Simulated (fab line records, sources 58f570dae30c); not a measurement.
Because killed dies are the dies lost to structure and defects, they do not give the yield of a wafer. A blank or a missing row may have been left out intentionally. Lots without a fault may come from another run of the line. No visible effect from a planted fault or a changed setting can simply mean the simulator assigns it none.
Split-lot study ; flow berkeleyCmos170 ; 23 wafers read across 5 lots, on a route 331 steps long

== THE SPLIT ITSELF ==
At UCB170_M3_SPUTTER_01 (material Al, target thk 900 nm, time 120 s), the setting timeS was moved away from the recipe's 120 s on 9 of the 23 wafers read, by -12.3% to +14.0%. This setting was run at the recipe's value on the other wafers.

== FROM THE SPLIT TO THE READING: what the file shows between them, 3 steps ==
- UCB170_M3_RS_MEAS_02: measures by four-point-probe
- UCB170_M3_THK_MEAS_03: measures by xrf
- UCB170_M3_COAT_10: resist thk 900 nm (also split here: spinRpm)

== THE READING ==
oesProductAu, in a.u., at UCB170_M3_METAL_ETCH_18 (etches Al in Cl2/BCl3, stops on SiO2, target depth 1170 nm, time 195 s). Fault-free wafers of this fab line usually give 0.855 a.u., standard deviation 0.018 a.u.

wafer;tool, chamber at the split;timeS as run, s;against the recipe;oesProductAu, a.u.;against lot-mates on the recipe
L075.1;pvdSputter-04, -;120;recipe;0.864;-
L075.2;pvdSputter-04, -;120;recipe;0.860;-
L075.4;pvdSputter-04, -;120;recipe;0.829;-
L075.5;pvdSputter-04, -;126.6;+5.5%;0.885;+0.034
L075.6;pvdSputter-04, -;126.6;+5.5%;0.863;+0.012
L076.1;pvdSputter-03, -;120;recipe;0.877;-
L076.2;pvdSputter-03, -;136.4;+13.7%;0.938;+0.056
L076.3;pvdSputter-03, -;120;recipe;0.877;-
L076.4;pvdSputter-03, -;136.4;+13.7%;0.953;+0.071
L076.5;pvdSputter-03, -;120;recipe;0.892;-
L079.1;pvdSputter-02, -;120;recipe;0.838;-
L079.3;pvdSputter-02, -;136.8;+14.0%;0.907;+0.071
L079.4;pvdSputter-02, -;136.8;+14.0%;0.904;+0.068
L079.5;pvdSputter-02, -;136.8;+14.0%;0.903;+0.067
L079.6;pvdSputter-02, -;120;recipe;0.834;-
L080.1;pvdSputter-04, -;120;recipe;0.851;-
L080.3;pvdSputter-04, -;105.3;-12.3%;0.809;-0.049
L080.4;pvdSputter-04, -;120;recipe;0.854;-
L080.5;pvdSputter-04, -;105.3;-12.3%;0.793;-0.065
L080.6;pvdSputter-04, -;120;recipe;0.870;-
L084.1;pvdSputter-03, -;120;recipe;0.859;-
L084.2;pvdSputter-03, -;120;recipe;0.862;-
L084.3;pvdSputter-03, -;120;recipe;0.855;-

FIT RESULTS
A straight line over all 23 wafers: oesProductAu changes by +0.0045 a.u. for each +1% of timeS; r = +0.88; the points scatter about the line by 0.018 a.u.
The same after taking each lot's own level away (the mean of its wafers on the recipe; 23 wafers): +0.00475 a.u. for each +1%; r = +0.97; scatter 0.0089 a.u.
That fit puts the effect of the largest move of timeS on the reading at 0.066 a.u.
Across the lots, their own levels run from 0.8360 to 0.8820 a.u., a range of 2.6 times the standard deviation given above.
So the lot-to-lot level changes the slope little: the two slopes agree.
Check: for one of the wafers moved furthest among these (+14.0%), held out of the fit, the line's prediction against its lot-mates is +0.0656 a.u. Against them it came out at +0.071 a.u.

== ADDITIONAL SPLITS CARRIED BY THESE WAFERS ==
These wafers also went through other splits before the reading. Each is held against what the fit with the lots' levels taken away leaves over:
other split on the same wafers;wafers away from the commonest value;r with oesProductAu (lot level and that fit taken away)
UCB170_V2_CVD_00 timeS;5;-0.01
UCB170_M3_COAT_10 spinRpm;8;+0.14

== THE WHOLE CHAIN: every reading that the file lists as answering this split, in the file's order ==
step;what it does;reading;change (the file's fit);r (the file's)
UCB170_M3_SPUTTER_01;material Al, target thk 900 nm, time 120 s;Al_of_M3_SPUTTER_01.thkNm (the simulator's own value, which no gauge read);+9.13 nm for each +1% of the setting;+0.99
UCB170_M3_RS_MEAS_02;measures by four-point-probe;M3_AL_RS;-0.000318 for each +1% of the setting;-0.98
UCB170_M3_THK_MEAS_03;measures by xrf;M3_AL_THK;+9.21 for each +1% of the setting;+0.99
UCB170_M3_METAL_ETCH_18;etches Al in Cl2/BCl3, stops on SiO2, target depth 1170 nm, time 195 s;oesProductAu;+0.00473 a.u. for each +1% of the setting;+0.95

== FILE'S OWN FIT ==
oesProductAu changes by +0.00473 a.u. for each +1% of timeS, r = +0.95.
